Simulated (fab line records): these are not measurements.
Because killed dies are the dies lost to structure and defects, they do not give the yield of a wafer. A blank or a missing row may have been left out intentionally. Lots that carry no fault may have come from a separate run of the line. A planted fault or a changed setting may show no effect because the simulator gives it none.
fab line records    flow ritCmos
record: lots: 6  wafers: 18  lastDay: 7
route steps=202 shown ACTIVE@1 M1@202
lots with no fault: from the same line, run without faults
startH: hours from the record's opening day to when the first of the lot's shown wafers began    waitH: hours from the lot's prior step to this one    " the same as in the row above    L1.1+2: a single row standing in for several wafers    - no value, or no start was given    * or withheld: withheld    < > ~ a bound
route shown NAME@n: names a module that has steps shown in the file, with the first one's number in the route    usual: mean and standard deviation over wafers with no fault    same: alike in all rows    chamber/n: place in a boat    sites: per-site readings    _std_site: the values' standard deviation    _edge_site: inner sites' mean taken away from outer sites' mean    radiusMm: how far each site lies from the wafer's centre    mask NAME#n: copy n    behind: the tool/chamber that last shaped the wafer    hold: why the lot was held/for how many hours/how that ended    device: which transistor (n, p or np) failed to switch    end of line: at the end of the route, the tests of the same wafers    step lacking rows: just its recipe    killed: dies lost to structure and defects at the first sort, not the wafer's yield    map: dies across one wafer; x = killed, . = not, _ = none there
set.NAME: setting as actually run; set.NAME@STEP: the setting as run at that earlier step    model.NAME: the simulator's own value behind a step, which no gauge read
lots seen at some steps along the route; tables by step, rows by wafer
services: when a tool's chamber went out of use (startH, in hours from the record's first day, below 0 if earlier), for how many hours, and the reason
== steps ==
step: RIT_ACTIVE_BOW_MEAS_00
recipe: mode: bow
usual: INCOMING_BOW: 1/6.7
lot.wafer  tool          chamber  startH  waitH  INCOMING_BOW[um]
L998.1     filmMetro-03  -        60.00   -      2
L998.2     "             -        "       "      9
L998.6     "             -        "       "      -6
L999.1     filmMetro-04  -        65.00   -      4
L999.4     "             -        "       "      4
L999.5     "             -        "       "      -5
L104.2     filmMetro-02  -        90.02   -      2
L104.4     "             -        "       "      12
L104.5     "             -        "       "      7
L105.1     filmMetro-03  -        95.00   -      -3
L105.5     "             -        "       "      15
L105.6     "             -        "       "      8
L106.2     filmMetro-04  -        100.02  -      -2
L106.3     "             -        "       "      -10
L106.5     "             -        "       "      13
L111.2     filmMetro-04  -        125.02  -      5
L111.3     "             -        "       "      9
L111.6     "             -        "       "      5
step: RIT_ACTIVE_OXIDATION_01
recipe: tempC: 1000  ambient: O2  targetThkA: 468  oxTimeS: 3360
step: RIT_ACTIVE_THK_MEAS_02
recipe: reads: SiO2_of_ACTIVE_OXIDATION_01
usual: ACTIVE_OXIDE_THK: 46.8/0.86
lot.wafer  tool          chamber  startH  waitH  ACTIVE_OXIDE_THK[nm]
L998.1     filmMetro-02  -        63.82   0.0    46.2
L998.2     "             -        "       "      45.7
L998.6     "             -        "       "      46.9
L999.1     filmMetro-02  -        68.20   0.0    46.4
L999.4     "             -        "       "      45.9
L999.5     "             -        "       "      45.7
L104.2     filmMetro-02  -        92.88   0.0    47.4
L104.4     "             -        "       "      46.2
L104.5     "             -        "       "      46.4
L105.1     filmMetro-04  -        97.85   0.0    47.0
L105.5     "             -        "       "      46.3
L105.6     "             -        "       "      47.2
L106.2     filmMetro-02  -        102.35  0.0    46.2
L106.3     "             -        "       "      47.4
L106.5     "             -        "       "      47.2
L111.2     filmMetro-04  -        127.89  0.0    47.3
L111.3     "             -        "       "      47.8
L111.6     "             -        "       "      47.1
step: RIT_ACTIVE_CVD_03
recipe: material: Si3N4  targetThkNm: 150  tempC: 810  precursor: SiH2Cl2/NH3  timeS: 1500  pressureMtorr: 300  sih2cl2FlowSccm: 60  nh3FlowSccm: 150
usual: nh3FlowSccm: 150.1/0.44  pressureMtorr: 300.0/0.57  timeS: 1500/0  zonePowerSourcePct: 19.6/2.1
lot.wafer  tool      chamber  startH  waitH  nh3FlowSccm  pressureMtorr  timeS  zonePowerSourcePct
L998.1     lpcvd-01  1        63.88   0.1    149.8        300.2          1500   17.0
L998.2     "         1        "       "      150.1        298.9          1500   17.4
L998.6     "         1        "       "      149.8        298.7          1500   17.2
L999.1     lpcvd-02  0        68.26   0.1    150.5        300.2          1500   20.0
L999.4     "         0        "       "      151.5        299.5          1500   19.6
L999.5     "         0        "       "      150.3        300.1          1500   19.3
L104.2     lpcvd-02  0        92.93   0.0    150.4        299.6          1500   19.7
L104.4     "         0        "       "      150.4        299.9          1500   19.5
L104.5     "         0        "       "      149.5        300.6          1500   19.5
L105.1     lpcvd-01  0        97.91   0.1    -            -              -      -
L105.5     "         0        "       "      -            -              -      -
L105.6     "         0        "       "      -            -              -      -
L106.2     lpcvd-01  1        102.40  0.0    -            -              -      -
L106.3     "         1        "       "      -            -              -      -
L106.5     "         1        "       "      -            -              -      -
L111.2     lpcvd-02  1        127.94  0.0    149.5        299.3          1500   24.1
L111.3     "         1        "       "      150.2        300.5          1500   23.8
L111.6     "         1        "       "      149.5        298.9          1500   23.8
step: RIT_ACTIVE_HMDS_05
recipe: primeTimeS: 60  primeTempC: 140
step: RIT_ACTIVE_COAT_06
recipe: resist: NOVOLAK  spinRpm: 3250  resistThkNm: 984.1
step: RIT_ACTIVE_SOFTBAKE_07
recipe: resist: NOVOLAK  tempC: 90  timeS: 60
step: RIT_ACTIVE_EXPOSE_08
recipe: maskId: M1  na: 0.6  sourceShape: conventional  sigmaOuter: 0.6  targetCdNm: 1400  doseMj: 225
step: RIT_ACTIVE_PEB_09
recipe: resist: NOVOLAK  tempC: withheld  timeS: withheld
step: RIT_ACTIVE_DEVELOP_10
recipe: resist: NOVOLAK  developTimeS: 51.79  devTempC: 23
step: RIT_ACTIVE_CD_MEAS_11
recipe: targetCdNm: 1400
usual: cdNm: 1400.6/2.1
lot.wafer  tool      chamber  startH  waitH  cdNm
L998.1     cdSem-02  -        66.21   -      1399.5
L998.2     "         -        "       "      1399.2
L998.6     "         -        "       "      1401.5
L999.1     cdSem-02  -        71.42   -      1403.3
L999.4     "         -        "       "      1403.7
L999.5     "         -        "       "      1404.7
L104.2     cdSem-02  -        95.35   -      1400.9
L104.4     "         -        "       "      1401.2
L104.5     "         -        "       "      1399.9
L105.1     cdSem-02  -        100.38  -      1402.8
L105.5     "         -        "       "      1400.4
L105.6     "         -        "       "      1402.0
L106.2     cdSem-01  -        104.87  -      1397.9
L106.3     "         -        "       "      1396.9
L106.5     "         -        "       "      1398.7
L111.2     cdSem-02  -        130.29  -      1401.5
L111.3     "         -        "       "      1399.1
L111.6     "         -        "       "      1400.7
step: RIT_ACTIVE_HARDBAKE_12
recipe: resist: NOVOLAK  tempC: 140  timeS: 60
step: RIT_ACTIVE_ETCH_13
recipe: stopOn: SiO2  chemistry: SF6  target: Si3N4  timeS: 210  overEtchFrac: 0.4  SF6_flow_sccm: 200  pressureMtorr: 260  rfW: 125  targetDepthA: 2100
usual: drypumpMotorCurrentA: 5.9/0.34  oesProductAu: 0.818/0.012  throttleValvePct: 7.46/0.094
same: timeS: 210
lot.wafer  tool        chamber  startH  waitH  drypumpMotorCurrentA  oesProductAu  rfHoursCounterH  throttleValvePct  model.etch.depthNm  model.ACTIVE.featureDepthNm
L998.1     rieDiel-01  0        66.48   0.1    6.4                   0.841         88               7.37              150.7               152.1
L998.2     "           1        "       "      5.3                   0.818         144              7.60              150.6               151
L998.6     "           2        "       "      5.7                   0.831         -                7.44              150.6               150.6
L999.1     rieDiel-04  1        71.69   0.1    5.8                   0.823         131              7.47              149.6               151.3
L999.4     "           3        "       "      6.0                   0.819         7                7.47              148.8               148.8
L999.5     "           3        "       "      6.0                   0.813         -                7.47              149.5               149.5
L104.2     rieDiel-01  0        95.60   0.1    6.3                   0.826         89               7.35              148.4               149.9
L104.4     "           0        "       "      6.4                   0.832         -                7.34              149.2               150.6
L104.5     "           3        "       "      5.8                   0.810         -                7.36              149.5               149.7
L105.1     rieDiel-04  2        100.67  0.1    5.5                   0.816         5                7.47              150                 151.7
L105.5     "           2        "       "      5.5                   0.818         -                7.46              150                 151.7
L105.6     "           1        "       "      5.8                   0.818         -                7.47              150                 151.8
L106.2     rieDiel-02  2        105.12  0.1    5.4                   0.831         73               7.32              150                 150
L106.3     "           1        "       "      6.4                   0.822         60               7.41              150                 150
L106.5     "           1        "       "      6.4                   0.825         -                7.42              150                 150
L111.2     rieDiel-02  0        130.69  0.1    5.9                   0.822         1                7.38              148.1               149.1
L111.3     "           3        "       "      6.3                   0.791         8                7.40              148.5               148.5
L111.6     "           3        "       "      6.3                   0.799         -                7.41              148.5               148.5
step: RIT_ACTIVE_STRIP_14
recipe: chemistry: O2  timeS: 180  resist: NOVOLAK  platenTempC: withheld  powerW: 500  pressureMtorr: 4000  o2FlowSccm: 4000
usual: drypumpMotorCurrentA: 5.6/0.6
same: timeS: 180
lot.wafer  tool            chamber  startH  waitH  drypumpMotorCurrentA  rfHoursCounterH
L998.1     plasmaAsher-02  0        66.61   0.1    5.6                   41
L998.2     "               1        "       "      5.4                   41
L998.6     "               0        "       "      5.6                   -
L999.1     plasmaAsher-02  1        71.83   0.1    5.4                   42
L999.4     "               1        "       "      5.5                   -
L999.5     "               1        "       "      5.4                   -
L104.2     plasmaAsher-03  0        95.74   0.1    5.1                   46
L104.4     "               1        "       "      5.1                   -
L104.5     "               0        "       "      5.1                   -
L105.1     plasmaAsher-04  0        100.80  0.1    5.8                   47
L105.5     "               1        "       "      6.8                   -
L105.6     "               0        "       "      5.8                   -
L106.2     plasmaAsher-04  1        105.25  0.1    6.9                   48
L106.3     "               1        "       "      6.9                   -
L106.5     "               1        "       "      6.8                   -
L111.2     plasmaAsher-03  1        130.83  0.1    5.1                   1
L111.3     "               0        "       "      5.1                   -
L111.6     "               0        "       "      5.1                   -
step: RIT_ACTIVE_CD_MEAS_90
recipe: targetCdNm: 1400
usual: cdNm: 1400.5/2.1
lot.wafer  tool      chamber  startH  waitH  cdNm
L998.1     cdSem-01  -        66.79   0.1    1399.4
L998.2     "         -        "       "      1399.7
L998.6     "         -        "       "      1401.6
L999.1     cdSem-01  -        72.00   0.1    1403.4
L999.4     "         -        "       "      1403.9
L999.5     "         -        "       "      1404.9
L104.2     cdSem-02  -        95.93   0.1    1400.2
L104.4     "         -        "       "      1401.1
L104.5     "         -        "       "      1399.4
L105.1     cdSem-02  -        100.97  0.1    -
L105.5     "         -        "       "      -
L105.6     "         -        "       "      -
L106.2     cdSem-01  -        105.45  0.1    -
L106.3     "         -        "       "      -
L106.5     "         -        "       "      -
L111.2     cdSem-02  -        131.02  0.1    1402.1
L111.3     "         -        "       "      1399.4
L111.6     "         -        "       "      1400.1
step: RIT_ACTIVE_CLEAN_15
recipe: chemistry: SC1  mix: 3:3:50  timeS: 600  tempC: 75
step: RIT_M1_PROBE_99
usual: killedAtContacts: 0.0/0.16  killedAtFrontEnd: 7.1/2.7  killedDies: 7.2/2.7  killedOnRim: 1.9/1.2  killedOpen: 3.5/1.9  killedShort: 3.6/1.9
same: grossDies: 264  killed_at_M0_to_M3: 0  killed_at_M4_up: 0  killedAtBackSide: 0  killedAtOther: 0
lot.wafer  tool       chamber  startH  waitH  killedAtContacts  killedAtFrontEnd  killedDies  killedOnRim  killedOpen  killedShort
L998.1     prober-02  -        112.45  0.1    0                 7                 7           3            6           1
L998.2     prober-02  -        112.50  0.1    0                 6                 6           1            6           0
L998.6     prober-02  -        112.70  0.2    0                 7                 7           2            1           6
L104.2     prober-02  -        138.87  0.1    0                 7                 7           3            2           5
L104.4     prober-02  -        138.97  0.2    0                 10                10          3            4           6
L104.5     prober-02  -        139.02  0.2    1                 9                 10          2            5           5
L105.1     prober-01  -        145.06  0.1    0                 264               264         70           1           0
L105.5     prober-01  -        145.26  0.2    0                 264               264         70           0           2
L105.6     prober-01  -        145.31  0.2    0                 264               264         70           0           1
L106.2     prober-02  -        151.62  0.1    0                 264               264         70           2           0
L106.3     prober-02  -        151.67  0.2    0                 264               264         70           0           0
L106.5     prober-02  -        151.77  0.2    0                 264               264         70           0           0
L111.2     prober-01  -        173.37  0.1    0                 11                11          1            4           7
L111.3     prober-01  -        173.42  0.2    0                 9                 9           3            4           5
L111.6     prober-01  -        173.57  0.2    0                 8                 8           1            5           3
killed by level:class
L998.1 FOX1:geometricParticle:open=2 SPACER:geometricParticle:open=2 GATE:geometricParticle:open=1 SILICIDE:geometricParticle:open=1 SILICIDE:geometricParticle:short=1
L998.2 FOX1:geometricParticle:open=3 GATE:geometricParticle:open=2 SPACER:geometricParticle:open=1
L998.6 GATE:geometricParticle:short=4 FOX1:geometricParticle:short=1 GATE:geometricParticle:open=1 SPACER:geometricParticle:short=1
L104.2 REOX:geometricParticle:short=2 FOX1:geometricParticle:short=1 FOX2:geometricParticle:short=1 GATE:geometricParticle:short=1 REOX:geometricParticle:open=1 SILICIDE:geometricParticle:open=1
L104.4 GATE:geometricParticle:short=4 GATE:geometricParticle:open=3 SPACER:geometricParticle:short=1 SILICIDE:geometricParticle:short=1 SILICIDE:geometricParticle:open=1
L104.5 GATE:geometricParticle:short=2 REOX:geometricParticle:open=2 FOX1:geometricParticle:open=1 FOX1:geometricParticle:short=1 FOX2:geometricParticle:short=1 SILICIDE:geometricParticle:open=1 SILICIDE:geometricParticle:short=1 CONTACT:geometricParticle:open=1
L105.1 ACTIVE:lostPattern=262 GATE:geometricParticle:open=1 ACTIVE:areaCvd=1
L105.5 ACTIVE:lostPattern=261 SPACER:geometricParticle:short=1 SILICIDE:geometricParticle:short=1 ACTIVE:areaCvd=1
L105.6 ACTIVE:lostPattern=261 GATE:geometricParticle:short=1 NRETRO:coatMicrobubblePrinted=1 ACTIVE:areaCvd=1
L106.2 ACTIVE:lostPattern=260 GATE:geometricParticle:open=2 ACTIVE:areaCvd=2
L106.3 ACTIVE:lostPattern=264
L106.5 ACTIVE:lostPattern=262 ACTIVE:areaCvd=2
L111.2 GATE:geometricParticle:short=4 SPACER:geometricParticle:short=2 SPACER:geometricParticle:open=2 SILICIDE:geometricParticle:open=2 FOX1:geometricParticle:short=1
L111.3 REOX:geometricParticle:short=4 REOX:geometricParticle:open=3 FOX1:geometricParticle:open=1 SILICIDE:geometricParticle:short=1
L111.6 GATE:geometricParticle:short=2 GATE:geometricParticle:open=2 REOX:geometricParticle:open=2 SILICIDE:geometricParticle:open=1 SILICIDE:geometricParticle:short=1
map L105.1 (x killed, . not)
________xxxxxxx_______
_____xxxxxxxxxxxxx____
____xxxxxxxxxxxxxxx___
___xxxxxxxxxxxxxxxxx__
__xxxxxxxxxxxxxxxxxxx_
__xxxxxxxxxxxxxxxxxxx_
_xxxxxxxxxxxxxxxxxxxxx
_xxxxxxxxxxxxxxxxxxxxx
_xxxxxxxxxxxxxxxxxxxxx
_xxxxxxxxxxxxxxxxxxxxx
__xxxxxxxxxxxxxxxxxxx_
__xxxxxxxxxxxxxxxxxxx_
___xxxxxxxxxxxxxxxxx__
____xxxxxxxxxxxxxxx___
_____xxxxxxxxxxxxx____
________xxxxxxx_______
map L106.2 (x killed, . not)
________xxxxxxx_______
_____xxxxxxxxxxxxx____
____xxxxxxxxxxxxxxx___
___xxxxxxxxxxxxxxxxx__
__xxxxxxxxxxxxxxxxxxx_
__xxxxxxxxxxxxxxxxxxx_
_xxxxxxxxxxxxxxxxxxxxx
_xxxxxxxxxxxxxxxxxxxxx
_xxxxxxxxxxxxxxxxxxxxx
_xxxxxxxxxxxxxxxxxxxxx
__xxxxxxxxxxxxxxxxxxx_
__xxxxxxxxxxxxxxxxxxx_
___xxxxxxxxxxxxxxxxx__
____xxxxxxxxxxxxxxx___
_____xxxxxxxxxxxxx____
________xxxxxxx_______
== services ==
tool            chamber  startH  hours  kind
plasmaAsher-02  -        41.58   7.8    repair
lpcvd-01        -        71.93   17.2   pm
rieDiel-02      0        76.36   -      clean
rieDiel-02      0        76.36   14.8   scheduledDown
rieDiel-02      0        76.36   14.8   ventCycle
rieDiel-02      3        87.02   10.5   repair
rieDiel-01      1        95.27   5.7    repair
plasmaAsher-03  -        108.75  9.0    pm
plasmaAsher-03  0        108.75  9.0    ventCycle
plasmaAsher-03  1        108.75  9.0    ventCycle
plasmaAsher-02  -        109.58  2.8    pm
rieDiel-02      -        115.48  14.6   pm
plasmaAsher-03  0        117.75  -      clean
plasmaAsher-03  1        117.75  -      clean
rieDiel-04      1        119.63  19.8   repair
lpcvd-02        -        121.59  6.0    pm
== key ==
firstSign: step: RIT_ACTIVE_CVD_03  reading: toolRecord  direction: missing
effect: step: RIT_ACTIVE_CD_MEAS_90  reading: cdNm  direction: missing
effect: step: RIT_M1_PROBE_99  reading: killedAtFrontEnd  direction: up  sigmas: 95  usual: 7.1  struck: 264
modelEffect: step: RIT_ACTIVE_ETCH_13  value: etch.depthNm  without: 149  struck: 150
metAt RIT_ACTIVE_CVD_03
struckWafers L105.1,L105.5,L105.6,L106.2,L106.3,L106.5
laterRowsLeftOut L105.1,L105.5,L105.6,L106.2,L106.3,L106.5
testerLeftOut L105,L106
onsetBetween 63.88 97.91
fault: kind: skippedStepWhole  tool: lpcvd-01  chamber: -  onsetH: 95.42  steps: RIT_ACTIVE_CVD_03  scope: struckLotsOnly
testerLeftOut: of these lots the tester's yield and bins aren't shown, on N5 and GAA mostly nor the transistor test; their killed dies are dies lost to structure and defects alone, not to doping, threshold or leakage, so they don't give the yield
laterRowsLeftOut: the simulator's readings of these wafers behind a module that went badly wrong aren't trusted and aren't shown, but for the sort
